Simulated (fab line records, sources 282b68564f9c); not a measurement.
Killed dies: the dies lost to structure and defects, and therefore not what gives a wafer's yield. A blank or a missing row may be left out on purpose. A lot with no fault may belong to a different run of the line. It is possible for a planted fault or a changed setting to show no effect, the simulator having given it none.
fab line records | flow rit_cmos
[record] lots = 15 wafers = 45 last_day = 7
route steps=202 shown NRETRO@56
lots untouched by any fault: they come from a run of this same line in which no faults occurred
start_h: hours from the record's first day to the start of the lot's first wafer shown | wait_h: time in hours since the lot's previous step | " as in the row above | L1.1+2: several wafers, shown together as one row | - no value, or no start was given | * or withheld: withheld | < > ~ a bound
route shown NAME@n: NAME is a module with steps in the file, n the number in the route of the first one | usual: the fault-free wafers' mean and standard deviation | same: alike in all rows | chamber/n: place in a boat | sites: readings site by site | _std_site: standard deviation of those values | _edge_site: the outer-site mean with the inner-site mean subtracted | radius_mm: how far each site lies from the wafer's centre | mask NAME#n: copy n | behind: the tool/chamber that last shaped the wafer | hold: why the lot went on hold/how many hours it stayed there/how the hold came to an end | device: transistor that didn't switch, given as n, p or np | end of line: tests of these same wafers at the route's end | for a step that has no rows: nothing shown but its recipe | killed: dies lost to structure and defects at the first sort, not the wafer's yield | map: a wafer's dies, marking killed ones x, the rest . and places with no die _
set.NAME: setting as actually run; set.NAME@STEP: the setting as run at that earlier step | model.NAME: the simulator's own value behind a step, which no gauge read
steps of the route over a sample of lots; a table a step, a row a wafer
services: the hour from which a tool's chamber was out of use, counted from the record's first day as start_h (under 0 if before that day), plus the number of hours and why
[[steps]]
[step RIT_NRETRO_EXPOSE_03]
[recipe] mask_id = M4 na = 0.57 target_cd_nm = 43900 dose_mj = 250
// columns lot.wafer tool chamber start_h wait_h mask
L571.3+4+6 iline_stepper-01 0 28.69 0.1 M4#0
L572.1+3+6 iline_stepper-02 0 33.68 0.2 M4#0
L573.1+2+6 iline_stepper-01 0 39.27 0.2 M4#0
L576.3+4+5 iline_stepper-02 0 54.18 0.1 M4#0
L577.2+5+6 iline_stepper-02 0 58.27 0.1 M4#0
L579.1+2+4 iline_stepper-02 0 69.55 0.2 M4#0
L580.2+4+6 iline_stepper-01 0 75.46 0.2 M4#0
L581.3+4+6 iline_stepper-02 0 78.72 0.2 M4#0
L584.2+3+5 iline_stepper-02 0 94.26 0.1 M4#0
L587.3+4+5 iline_stepper-01 0 110.02 0.2 M4#0
L588.2+4+6 iline_stepper-01 0 114.17 0.1 M4#0
L589.3+5+6 iline_stepper-02 0 119.55 0.2 M4#0
L591.1+2+4 iline_stepper-01 0 130.01 0.2 M4#0
L592.2+4+6 iline_stepper-01 0 135.01 0.1 M4#0
L593.2+3+6 iline_stepper-02 0 141.80 0.4 M4#0
[step RIT_NRETRO_OVL_MEAS_06]
[usual] NRETRO_OVL = 0.8/1.3
// columns lot.wafer tool chamber start_h wait_h NRETRO_OVL[nm]
L571.3 overlay-02 - 29.10 - 0.5
L571.4 " - " " 1.6
L571.6 " - " " 0.9
L572.1 overlay-02 - 34.18 - 1.2
L572.3 " - " " -0.4
L572.6 " - " " 1.2
L573.1 overlay-02 - 39.70 - -0.8
L573.2 " - " " -0.2
L573.6 " - " " -0.8
L576.3 overlay-02 - 54.58 - -1.8
L576.4 " - " " -0.5
L576.5 " - " " 1.2
L577.2 overlay-01 - 58.69 - 1.3
L577.5 " - " " 2.1
L577.6 " - " " 1.7
L579.1 overlay-02 - 69.98 - 1.6
L579.2 " - " " 1.4
L579.4 " - " " 0.4
L580.2 overlay-02 - 75.88 - 0.6
L580.4 " - " " 2.5
L580.6 " - " " 0.4
L581.3 overlay-02 - 79.12 - 3.0
L581.4 " - " " 1.0
L581.6 " - " " 1.1
L584.2 overlay-02 - 94.68 - 0.7
L584.3 " - " " 0.5
L584.5 " - " " 0.0
L587.3 overlay-02 - 110.42 - -0.2
L587.4 " - " " -0.5
L587.5 " - " " 1.7
L588.2 overlay-01 - 114.59 - -179.8
L588.4 " - " " -181.5
L588.6 " - " " -181.4
L589.3 overlay-01 - 119.95 - 2.9
L589.5 " - " " -0.7
L589.6 " - " " 1.8
L591.1 overlay-01 - 130.44 - -179.7
L591.2 " - " " -177.9
L591.4 " - " " -178.7
L592.2 overlay-02 - 135.43 - -178.1
L592.4 " - " " -179.9
L592.6 " - " " -179.3
L593.2 overlay-02 - 142.21 - 0.9
L593.3 " - " " -0.9
L593.6 " - " " 1.2
[[services]]
// columns tool chamber start_h hours kind
iline_stepper-02 0 18.97 - calibration
iline_stepper-02 - 35.18 1.7 pm
iline_stepper-01 - 91.27 1.7 pm
[[key]]
[first_sign] step = RIT_NRETRO_OVL_MEAS_06 reading = NRETRO_OVL direction = down sigmas = 99+ usual = 0.8 struck = -179.6
effect none on later readings
met_at RIT_NRETRO_EXPOSE_03
struck_lots L588,L591,L592
tester_left_out L588,L591,L592
onset_between 110.02 114.17
[fault] kind = scanner_matching_overlay tool = iline_stepper-01 chamber = - onset_h = 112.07 steps = RIT_NRETRO_EXPOSE_03 offset = -180
// tester_left_out: of these lots the tester's yield and bins aren't shown, on N5 and GAA mostly nor the transistor test; their killed dies are dies lost to structure and defects alone, not to doping, threshold or leakage, so they don't give the yield
